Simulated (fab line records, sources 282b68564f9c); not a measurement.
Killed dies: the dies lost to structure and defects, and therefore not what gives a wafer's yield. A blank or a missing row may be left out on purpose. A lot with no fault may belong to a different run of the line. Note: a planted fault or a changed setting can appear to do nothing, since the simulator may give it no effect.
Which of the tools did it? | flow ritCmos | 7 lots with 21 wafers sampled at 2 steps, on a route of 202 steps

## WHAT THE GAUGES READ, wafer by wafer
RIT_PRETRO_TW_MEAS_10.
lot  | measured    | on           | PRETRO_TW
L142 | day 2 15:22 | filmMetro-04 | 474 474 476
L144 | day 3 03:13 | filmMetro-04 | 475 476 474
L146 | day 3 15:29 | filmMetro-03 | 471 471 471
L149 | day 4 04:07 | filmMetro-03 | 474 473 474
L152 | day 4 17:21 | filmMetro-03 | 455 456 451
L157 | day 5 17:25 | filmMetro-01 | 462 462 465
L162 | day 6 19:20 | filmMetro-01 | 483 479 481

## EACH LOT AND THE TOOL THAT RAN IT (in order: tool; ch and the chambers of the sampled wafers; start)
lot  | RIT_PRETRO_IMPLANT_08
L142 | implanter-01 ch 0, day 2 15:04
L144 | implanter-02 ch 0, day 3 02:53
L146 | implanter-04 ch 0, day 3 15:10
L149 | implanter-01 ch 0, day 4 03:47
L152 | implanter-01 ch 0, day 4 17:02
L157 | implanter-01 ch 0, day 5 17:05
L162 | implanter-04 ch 0, day 6 19:01
- RIT_PRETRO_IMPLANT_08

## THE ANSWER, worked out from the rows above alone
Rule: usual is defined by the lots themselves. The widest of any qualifying gaps counts: lots, ordered by their means at a reading, are off when they make up no more than a third of the lots, leave a main group of 4 or more, and stand apart from it by 3 or more times the standard deviation of that group's means. Not used: any main group whose means are identical at the precision the tables above print for the reading. A lot without any number at a reading at which 4 lots or more have one is off too. All remaining lots with rows at the step are treated as sound.
No lot is off at any reading shown: from this, nothing can be told.

## WHAT HAD BEEN PUT IN BY THE SIMULATOR
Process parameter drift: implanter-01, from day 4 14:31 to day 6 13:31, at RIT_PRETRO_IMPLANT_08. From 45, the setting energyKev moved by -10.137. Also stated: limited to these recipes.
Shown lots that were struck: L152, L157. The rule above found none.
